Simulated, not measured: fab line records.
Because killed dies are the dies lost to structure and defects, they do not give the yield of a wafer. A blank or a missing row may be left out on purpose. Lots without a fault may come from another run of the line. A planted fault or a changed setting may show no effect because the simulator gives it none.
fab line records    flow rit_cmos
[record] lots = 6  wafers = 18  last_day = 7
route steps=202 shown ACTIVE@1 FOX1@20 FOX2@23 M1@202
lots that met no fault: taken from a fault-free run of the same line
start_h: the number of hours between the record's first day and the start of the first shown wafer of the lot    wait_h: hours elapsed since this lot's preceding step    " unchanged from the row above    L1.1+2: several wafers, shown together as one row    - no value, or no start was given    * or withheld: withheld    < > ~ a bound
route shown NAME@n: names a module that has steps shown in the file, with the first one's number in the route    usual: mean/standard deviation of fault-free wafers    same: alike in all rows    chamber/n: place in a boat    sites: readings site by site    _std_site: how widely they spread, as a standard deviation    _edge_site: the outer-site mean with the inner-site mean subtracted    radius_mm: for every site, how far away it sits from the centre of the wafer    mask NAME#n: copy n    behind: tool/chamber where the wafer was last shaped    hold: why the lot went on hold/how many hours it stayed there/how the hold came to an end    device: which transistor (n, p or np) failed to switch    end of line: the route-end tests of the same wafers    step lacking rows: just its recipe    killed: the dies lost at the first sort to structure and to defects; this is not the yield of the wafer    map: the dies of a wafer, with x for killed, . for not killed, _ for no die there
set.NAME: the setting as run; set.NAME@STEP: as run at that earlier step    model.NAME: the simulator's own value behind a step, which no gauge read
certain route steps with their lots: each step a table, each wafer a row
services: a tool's chamber out of use, with start hour (start_h, from the record's first day; less than 0 if before it), hours out, and reason
[[steps]]
[step RIT_ACTIVE_BOW_MEAS_00]
[recipe] mode = bow
[usual] INCOMING_BOW = 0/6.9
lot.wafer  tool           chamber  start_h  wait_h  INCOMING_BOW[um]
L985.3     film_metro-01  -        15.04    -       1
L985.5     "              -        "        "       -5
L985.6     "              -        "        "       -3
L988.4     film_metro-04  -        30.06    -       2
L988.5     "              -        "        "       0
L988.6     "              -        "        "       2
L991.3     film_metro-03  -        45.04    -       -4
L991.4     "              -        "        "       0
L991.6     "              -        "        "       19
L997.2     film_metro-04  -        75.02    -       -15
L997.3     "              -        "        "       1
L997.6     "              -        "        "       7
L101.1     film_metro-01  -        95.00    -       10
L101.3     "              -        "        "       1
L101.5     "              -        "        "       6
L104.1     film_metro-03  -        110.00   -       -6
L104.3     "              -        "        "       -1
L104.6     "              -        "        "       2
[step RIT_ACTIVE_OXIDATION_01]
[recipe] temp_c = 1000  ambient = O2  target_thk_a = 468  ox_time_s = 3360
[usual] spike_tc_centre_C = 1002.8/1.9  spike_tc_load_C = 1027/3.8  spike_tc_source_C = 1027.1/1.9  tube_center_temp_C = 1000/0.093  tube_center_temp_C_max = 1002.6/0.43  zone_power_load_pct = 37/4
lot.wafer  tool        chamber  start_h  wait_h  spike_tc_centre_C  spike_tc_load_C  spike_tc_source_C  tube_center_temp_C  tube_center_temp_C_max  zone_power_load_pct  model.SiO2_of_ACTIVE_OXIDATION_01.thk_nm
L985.3     furnace-02  0        15.12    0.1     1000.9             1030             1030.3             1000.1              1002.6                  34                   46.51
L985.5     "           0        "        "       1002.0             1029             1028.8             1000.2              1002.7                  34                   46.32
L985.6     "           0        "        "       1002.8             1029             1029.1             1000.1              1003.0                  33                   45.7
L988.4     furnace-02  0        30.12    0.0     974.7              1006             1004.0             974.88              977.3                   32                   35.61
L988.5     "           0        "        "       977.4              1006             1004.2             975.18              977.4                   32                   36.04
L988.6     "           0        "        "       977.3              1003             1003.2             975.01              977.6                   32                   36.66
L991.3     furnace-02  0        45.12    0.1     978.9              1006             1002.8             974.98              977.6                   32                   36.57
L991.4     "           0        "        "       978.9              1005             1002.4             975.08              977.6                   32                   37.03
L991.6     "           0        "        "       976.7              1006             1003.7             974.94              978.1                   32                   36.66
L997.2     furnace-01  0        75.12    0.1     1001.7             1030             1022.5             1000.1              1003.0                  33                   47.31
L997.3     "           0        "        "       1000.7             1030             1024.4             999.91              1002.9                  34                   46.38
L997.6     "           0        "        "       999.5              1031             1025.6             1000.1              1002.9                  33                   46.17
L101.1     furnace-03  0        95.12    0.1     1005.0             1022             1028.7             999.96              1002.9                  42                   47.16
L101.3     "           0        "        "       1004.0             1023             1027.2             999.95              1001.8                  42                   47.62
L101.5     "           0        "        "       1006.4             1023             1026.9             999.95              1003.0                  41                   47.46
L104.1     furnace-01  0        110.12   0.1     1000.9             1032             1025.8             1000                1003.7                  33                   45.22
L104.3     "           0        "        "       1000.6             1030             1024.2             999.86              1002.5                  34                   44.67
L104.6     "           0        "        "       1000.9             1030             1024.0             1000.2              1003.1                  33                   45.19
[step RIT_ACTIVE_THK_MEAS_02]
[recipe] reads = SiO2_of_ACTIVE_OXIDATION_01
[usual] ACTIVE_OXIDE_THK = 46.3/0.83
lot.wafer  tool           chamber  start_h  wait_h  hold                      ACTIVE_OXIDE_THK[nm]
L985.3     film_metro-03  -        17.07    0.0     -                         46.5
L985.5     "              -        "        "       -                         46.3
L985.6     "              -        "        "       -                         45.7
L988.4     film_metro-03  -        32.08    0.0     await_dispo/0.2h/release  35.6
L988.5     "              -        "        "       await_dispo/0.2h/release  36.0
L988.6     "              -        "        "       await_dispo/0.2h/release  36.7
L988.4     film_metro-03  -        32.33    0.2     -                         35.7
L988.5     "              -        "        "       -                         36.1
L988.6     "              -        "        "       -                         36.6
L991.3     film_metro-01  -        47.07    0.0     await_dispo/0.2h/release  36.6
L991.4     "              -        "        "       await_dispo/0.2h/release  37.0
L991.6     "              -        "        "       await_dispo/0.2h/release  36.6
L991.3     film_metro-01  -        47.30    0.2     -                         36.5
L991.4     "              -        "        "       -                         37.0
L991.6     "              -        "        "       -                         36.7
L997.2     film_metro-03  -        77.06    0.0     -                         47.3
L997.3     "              -        "        "       -                         46.4
L997.6     "              -        "        "       -                         46.1
L101.1     film_metro-01  -        97.05    0.0     -                         47.2
L101.3     "              -        "        "       -                         47.6
L101.5     "              -        "        "       -                         47.4
L104.1     film_metro-03  -        112.05   0.0     -                         45.2
L104.3     "              -        "        "       -                         44.7
L104.6     "              -        "        "       -                         45.2
[step RIT_ACTIVE_THK_MEAS_04]
[recipe] reads = Si3N4_of_ACTIVE_CVD_03
[usual] ACTIVE_NITRIDE_THK = 150.0/1.8
lot.wafer  tool           chamber  start_h  wait_h  ACTIVE_NITRIDE_THK[nm]
L985.3     film_metro-03  -        18.55    0.0     150.8
L985.5     "              -        "        "       150.7
L985.6     "              -        "        "       149.6
L988.4     film_metro-01  -        37.98    0.1     150.8
L988.5     "              -        "        "       151.3
L988.6     "              -        "        "       151.6
L991.3     film_metro-04  -        52.79    0.1     149.5
L991.4     "              -        "        "       150.2
L991.6     "              -        "        "       150.8
L997.2     film_metro-04  -        79.25    0.0     149.7
L997.3     "              -        "        "       149.5
L997.6     "              -        "        "       150.2
L101.1     film_metro-01  -        99.24    0.0     148.3
L101.3     "              -        "        "       149.0
L101.5     "              -        "        "       149.1
L104.1     film_metro-04  -        113.53   0.0     150.2
L104.3     "              -        "        "       150.1
L104.6     "              -        "        "       150.5
[step RIT_ACTIVE_HMDS_05]
[recipe] prime_time_s = 60  prime_temp_c = 140
[step RIT_ACTIVE_COAT_06]
[recipe] resist = NOVOLAK  spin_rpm = 3250  resist_thk_nm = 1000
[step RIT_ACTIVE_SOFTBAKE_07]
[recipe] resist = NOVOLAK  temp_c = 90  time_s = 60
[step RIT_ACTIVE_EXPOSE_08]
[recipe] mask_id = M1  na = 0.6  source_shape = conventional  sigma_outer = 0.6  target_cd_nm = 1400  dose_mj = 225
[step RIT_ACTIVE_PEB_09]
[recipe] resist = NOVOLAK  temp_c = withheld  time_s = withheld
[step RIT_ACTIVE_DEVELOP_10]
[recipe] resist = NOVOLAK  develop_time_s = 50  dev_temp_c = 23
[step RIT_ACTIVE_CD_MEAS_11]
[recipe] target_cd_nm = 1400
[usual] cd_nm = 1400.1/1.9
lot.wafer  tool       chamber  start_h  wait_h  cd_nm
L985.3     cd_sem-01  -        19.60    -       1400.4
L985.5     "          -        "        "       1398.7
L985.6     "          -        "        "       1399.7
L988.4     cd_sem-01  -        40.24    -       1399.2
L988.5     "          -        "        "       1399.5
L988.6     "          -        "        "       1399.3
L991.3     cd_sem-02  -        53.94    -       1398.5
L991.4     "          -        "        "       1398.3
L991.6     "          -        "        "       1399.6
L997.2     cd_sem-02  -        80.17    -       1400.1
L997.3     "          -        "        "       1397.0
L997.6     "          -        "        "       1399.9
L101.1     cd_sem-01  -        100.27   -       1400.5
L101.3     "          -        "        "       1401.0
L101.5     "          -        "        "       1400.7
L104.1     cd_sem-01  -        114.44   -       1398.9
L104.3     "          -        "        "       1395.1
L104.6     "          -        "        "       1398.4
[step RIT_ACTIVE_HARDBAKE_12]
[recipe] resist = NOVOLAK  temp_c = 140  time_s = 60
[step RIT_ACTIVE_ETCH_13]
[recipe] stop_on = SiO2  chemistry = SF6  target = Si3N4  time_s = 210  over_etch_frac = 0.4  SF6_flow_sccm = 200  pressure_mtorr = 260  rf_w = 125  target_depth_a = 2100
[usual] drypump_motor_current_A = 5.8/0.47  oes_product_au = 0.824/0.0099  throttle_valve_pct = 7.47/0.14
lot.wafer  tool         chamber  start_h  wait_h  drypump_motor_current_A  oes_product_au  rf_hours_counter_h  throttle_valve_pct
L985.3     rie_diel-03  3        19.83    0.1     5.3                      0.825           13                  7.53
L985.5     "            3        "        "       5.3                      0.828           -                   7.53
L985.6     "            0        "        "       5.8                      0.824           -                   7.58
L988.4     rie_diel-03  1        40.57    0.1     6.3                      0.822           75                  7.52
L988.5     "            2        "        "       5.1                      0.823           -                   7.71
L988.6     "            1        "        "       6.3                      0.820           -                   7.51
L991.3     rie_diel-04  3        54.17    0.1     6.5                      0.828           120                 7.49
L991.4     "            0        "        "       5.2                      0.821           25                  7.60
L991.6     "            1        "        "       6.0                      0.821           -                   7.38
L997.2     rie_diel-04  1        80.42    0.1     6.0                      0.816           22                  7.37
L997.3     "            3        "        "       6.5                      0.828           121                 7.48
L997.6     "            0        "        "       5.3                      0.822           -                   7.61
L101.1     rie_diel-03  0        100.54   0.1     5.8                      0.811           104                 7.58
L101.3     "            1        "        "       6.3                      0.822           76                  7.52
L101.5     "            1        "        "       6.3                      0.823           -                   7.51
L104.1     rie_diel-03  1        114.71   0.1     6.3                      0.819           76                  7.50
L104.3     "            0        "        "       5.8                      0.820           104                 7.56
L104.6     "            0        "        "       5.8                      0.826           -                   7.55
[step RIT_ACTIVE_STRIP_14]
[recipe] chemistry = O2  time_s = 180  resist = NOVOLAK  platen_temp_c = withheld  power_w = 500  pressure_mtorr = 4000  o2_flow_sccm = 4000
[usual] drypump_motor_current_A = 5.8/0.48
lot.wafer  tool             chamber  start_h  wait_h  drypump_motor_current_A  rf_hours_counter_h
L985.3     plasma_asher-03  1        20.03    0.1     6.1                      -
L985.5     "                1        "        "       6.1                      -
L985.6     "                0        "        "       5.1                      -
L988.4     plasma_asher-02  0        40.76    0.1     6.1                      -
L988.5     "                1        "        "       5.1                      -
L988.6     "                0        "        "       6.1                      -
L991.3     plasma_asher-03  0        54.36    0.1     5.2                      -
L991.4     "                1        "        "       6.1                      -
L991.6     "                0        "        "       5.1                      -
L997.2     plasma_asher-02  1        80.55    0.1     5.1                      27
L997.3     "                1        "        "       5.1                      -
L997.6     "                0        "        "       6.1                      -
L101.1     plasma_asher-04  0        100.68   0.1     5.8                      46
L101.3     "                1        "        "       6.3                      -
L101.5     "                0        "        "       5.9                      -
L104.1     plasma_asher-02  1        114.84   0.1     5.1                      31
L104.3     "                0        "        "       6.1                      -
L104.6     "                1        "        "       5.1                      -
[step RIT_ACTIVE_CD_MEAS_90]
[recipe] target_cd_nm = 1400
[usual] cd_nm = 1400.1/1.9
lot.wafer  tool       chamber  start_h  wait_h  cd_nm
L985.3     cd_sem-02  -        20.18    0.1     1400.8
L985.5     "          -        "        "       1398.6
L985.6     "          -        "        "       1399.6
L988.4     cd_sem-02  -        40.94    0.1     1399.5
L988.5     "          -        "        "       1399.3
L988.6     "          -        "        "       1399.7
L991.3     cd_sem-01  -        54.52    0.1     1399.0
L991.4     "          -        "        "       1398.8
L991.6     "          -        "        "       1399.5
L997.2     cd_sem-02  -        80.75    0.1     1399.9
L997.3     "          -        "        "       1397.2
L997.6     "          -        "        "       1399.9
L101.1     cd_sem-01  -        100.85   0.1     1400.4
L101.3     "          -        "        "       1401.4
L101.5     "          -        "        "       1400.7
L104.1     cd_sem-02  -        115.02   0.1     1399.0
L104.3     "          -        "        "       1395.5
L104.6     "          -        "        "       1398.6
[step RIT_ACTIVE_CLEAN_15]
[recipe] chemistry = SC1  mix = 3:3:50  time_s = 600  temp_c = 75
[step RIT_ACTIVE_CLEAN_16]
[recipe] chemistry = dHF  dilution = 50:1  time_s = 30
[step RIT_ACTIVE_CLEAN_17]
[recipe] chemistry = SC2  mix = 3:3:50  time_s = 600  temp_c = 75  dry = n2_spin
[step RIT_FOX1_OXIDATION_00]
[recipe] temp_c = 1100  ambient = H2O  target_thk_a = 3507  p_h2o_torr = 720  ox_time_s = 1130
[step RIT_FOX1_THK_MEAS_01]
[recipe] reads = SiO2_of_FOX1_OXIDATION_00
[usual] FOX1_OXIDE_THK = 346/6
lot.wafer  tool           chamber  start_h  wait_h  FOX1_OXIDE_THK[nm]
L985.3     film_metro-01  -        21.96    0.0     351
L985.5     "              -        "        "       355
L985.6     "              -        "        "       352
L988.4     film_metro-04  -        44.15    0.1     341
L988.5     "              -        "        "       340
L988.6     "              -        "        "       345
L991.3     film_metro-02  -        56.45    0.0     350
L991.4     "              -        "        "       351
L991.6     "              -        "        "       342
L997.2     film_metro-04  -        87.39    0.0     352
L997.3     "              -        "        "       359
L997.6     "              -        "        "       355
L101.1     film_metro-02  -        104.59   0.0     340
L101.3     "              -        "        "       345
L101.5     "              -        "        "       336
L104.1     film_metro-04  -        116.82   0.0     350
L104.3     "              -        "        "       348
L104.6     "              -        "        "       346
[step RIT_FOX1_WET_ETCH_02]
[recipe] chemistry = BOE  target_depth_nm = 350  time_s = 390  temp_c = 21.5  dry = n2_spin  dilution = 10:1  target = SiO2
[step RIT_FOX2_OXIDATION_00]
[recipe] temp_c = 1100  ambient = H2O  target_thk_a = 3507  p_h2o_torr = 720  ox_time_s = 1130
[step RIT_FOX2_THK_MEAS_01]
[recipe] reads = SiO2_of_FOX2_OXIDATION_00
[usual] FOX2_OXIDE_THK = 345/6.9
lot.wafer  tool           chamber  start_h  wait_h  FOX2_OXIDE_THK[nm]
L985.3     film_metro-02  -        23.45    0.0     350
L985.5     "              -        "        "       348
L985.6     "              -        "        "       346
L988.4     film_metro-02  -        46.50    0.1     336
L988.5     "              -        "        "       344
L988.6     "              -        "        "       341
L991.3     film_metro-02  -        58.39    0.0     345
L991.4     "              -        "        "       348
L991.6     "              -        "        "       353
L997.2     film_metro-04  -        93.51    0.0     347
L997.3     "              -        "        "       352
L997.6     "              -        "        "       347
L101.1     film_metro-03  -        106.19   0.0     355
L101.3     "              -        "        "       353
L101.5     "              -        "        "       350
L104.1     film_metro-02  -        120.17   0.0     347
L104.3     "              -        "        "       343
L104.6     "              -        "        "       346
[step RIT_FOX2_CLEAN_02]
[recipe] chemistry = dHF  dilution = 50:1  time_s = 180
[step RIT_FOX2_WET_ETCH_03]
[recipe] chemistry = H3PO4  target = Si3N4  target_depth_nm = 195  temp_c = 165  time_s = 2700
lot.wafer  tool          chamber  start_h  wait_h  model.SiO2_of_ACTIVE_OXIDATION_01.thk_nm
L985.3     wet_bench-03  0        23.56    0.0     41.56
L985.5     "             0        "        "       41.37
L985.6     "             0        "        "       40.83
L988.4     wet_bench-01  3        46.67    0.1     31.67
L988.5     "             3        "        "       31.97
L988.6     "             3        "        "       32.58
L991.3     wet_bench-03  3        58.90    0.4     32.35
L991.4     "             3        "        "       32.91
L991.6     "             3        "        "       32.59
L997.2     wet_bench-04  1        93.62    0.0     42.1
L997.3     "             1        "        "       41.1
L997.6     "             1        "        "       41.07
L101.1     wet_bench-01  1        106.31   0.0     41.96
L101.3     "             1        "        "       42.35
L101.5     "             1        "        "       42.22
L104.1     wet_bench-01  1        120.29   0.0     40.25
L104.3     "             1        "        "       39.69
L104.6     "             1        "        "       40.17
[step RIT_FOX2_THK_MEAS_90]
[recipe] reads = SiO2_of_FOX2_OXIDATION_00
[usual] FIELD_OXIDE_LEFT_1_THK = 318/6.9
lot.wafer  tool           chamber  start_h  wait_h  FIELD_OXIDE_LEFT_1_THK[nm]
L985.3     film_metro-02  -        24.41    0.0     323
L985.5     "              -        "        "       321
L985.6     "              -        "        "       319
L988.4     film_metro-02  -        47.46    0.0     309
L988.5     "              -        "        "       317
L988.6     "              -        "        "       314
L991.3     film_metro-04  -        59.67    0.0     318
L991.4     "              -        "        "       321
L991.6     "              -        "        "       326
L997.2     film_metro-02  -        94.46    0.0     320
L997.3     "              -        "        "       324
L997.6     "              -        "        "       319
L101.1     film_metro-04  -        107.07   0.0     328
L101.3     "              -        "        "       326
L101.5     "              -        "        "       323
L104.1     film_metro-03  -        121.05   0.0     320
L104.3     "              -        "        "       316
L104.6     "              -        "        "       319
[step RIT_M1_PROBE_99]
[usual] killed_at_front_end = 7/3  killed_dies = 7/3.1  killed_on_rim = 1.9/1.5  killed_open = 3.3/2.1  killed_short = 3.3/2
[same] gross_dies = 264  killed_at_M0_to_M3 = 0  killed_at_M4_up = 0  killed_at_back_side = 0  killed_at_contacts = 0  killed_at_other = 0
lot.wafer  tool       chamber  start_h  wait_h  killed_at_front_end  killed_dies  killed_on_rim  killed_open  killed_short
L985.3     prober-01  -        62.26    0.2     8                    8            1              4            4
L985.5     prober-01  -        62.36    0.2     2                    2            1              2            0
L985.6     prober-01  -        62.41    0.2     4                    4            1              1            3
L988.4     prober-02  -        89.52    0.2     9                    9            3              3            6
L988.5     prober-02  -        89.57    0.2     2                    2            1              0            2
L988.6     prober-02  -        89.62    0.2     3                    3            3              2            1
L991.3     prober-01  -        103.93   0.2     7                    7            2              4            3
L991.4     prober-01  -        103.98   0.2     7                    7            2              3            4
L991.6     prober-01  -        104.08   0.2     6                    6            2              4            2
// killed by level:class
L985.3 FOX2:geometric_particle:short=2 FOX2:geometric_particle:open=2 GATE:geometric_particle:open=1 SPACER:geometric_particle:short=1 SILICIDE:geometric_particle:short=1 SILICIDE:geometric_particle:open=1
L985.5 ACTIVE:geometric_particle:open=1 SILICIDE:geometric_particle:open=1
L985.6 FOX2:geometric_particle:short=1 GATE:geometric_particle:short=1 GATE:geometric_particle:open=1 REOX:geometric_particle:short=1
L988.4 FOX1:geometric_particle:short=2 GATE:geometric_particle:short=2 FOX2:geometric_particle:open=1 REOX:geometric_particle:open=1 REOX:geometric_particle:short=1 SPACER:geometric_particle:open=1 SPACER:geometric_particle:short=1
L988.5 GATE:geometric_particle:short=1 REOX:geometric_particle:short=1
L988.6 REOX:geometric_particle:open=2 SPACER:geometric_particle:short=1
L991.3 FOX1:geometric_particle:open=3 FOX1:geometric_particle:short=2 GATE:geometric_particle:open=1 GATE:geometric_particle:short=1
L991.4 GATE:geometric_particle:short=3 GATE:geometric_particle:open=2 SPACER:geometric_particle:short=1 SILICIDE:geometric_particle:open=1
L991.6 GATE:geometric_particle:open=3 GATE:geometric_particle:short=1 SILICIDE:geometric_particle:open=1 SILICIDE:geometric_particle:short=1
[[services]]
tool             chamber  start_h  hours  kind
furnace-02       -        -6.87    2.7    pm
plasma_asher-02  -        -5.16    11.6   repair
furnace-01       -        1.21     3.7    pm
wet_bench-04     -        9.27     3.3    repair
rie_diel-03      0        10.58    2.5    repair
plasma_asher-02  -        25.15    1.0    repair
furnace-03       -        28.49    3.5    pm
rie_diel-03      -        43.61    0.3    repair
rie_diel-04      -        44.32    1.1    repair
rie_diel-03      2        51.61    5.6    repair
furnace-02       -        66.27    3.9    pm
plasma_asher-04  -        71.89    1.8    repair
rie_diel-04      1        72.82    5.1    repair
rie_diel-03      3        79.51    4.0    repair
plasma_asher-03  -        86.78    4.0    pm
rie_diel-03      -        102.42   0.3    repair
plasma_asher-04  -        108.75   9.0    pm
plasma_asher-04  0        108.75   9.0    vent_cycle
plasma_asher-04  1        108.75   9.0    vent_cycle
plasma_asher-04  0        117.75   -      clean
plasma_asher-04  1        117.75   -      clean
[[key]]
[first_sign] step = RIT_ACTIVE_OXIDATION_01  reading = tube_center_temp_C  direction = down  sigmas = 99+  usual = *  struck = *
[effect] step = RIT_ACTIVE_OXIDATION_01  reading = tube_center_temp_C_max  direction = down  sigmas = 58  usual = *  struck = *
[effect] step = RIT_ACTIVE_THK_MEAS_02  reading = visit  direction = added
[effect] step = RIT_ACTIVE_THK_MEAS_02  reading = ACTIVE_OXIDE_THK  direction = down  sigmas = 12  usual = 46.3  struck = 36.4
[model_effect] step = RIT_ACTIVE_OXIDATION_01  value = SiO2_of_ACTIVE_OXIDATION_01.thk_nm  without = 46.1  struck = 36.43
[model_effect] step = RIT_FOX2_WET_ETCH_03  value = SiO2_of_ACTIVE_OXIDATION_01.thk_nm  without = 40.95  struck = 32.35
met_at RIT_ACTIVE_OXIDATION_01
struck_wafers L988.4,L988.5,L988.6,L991.3,L991.4,L991.6
tester_left_out L988,L991
onset_between 15.12 30.12
[fault] kind = process_parameter_drift  tool = furnace-02  chamber = -  onset_h = 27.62  steps = RIT_ACTIVE_OXIDATION_01  channel = temp_c  offset = *  shape = step  end_h = 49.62  acts_in = *  stated = *
// tester_left_out: of these lots the tester's yield and bins aren't shown, on N5 and GAA mostly nor the transistor test; their killed dies are dies lost to structure and defects alone, not to doping, threshold or leakage, so they don't give the yield
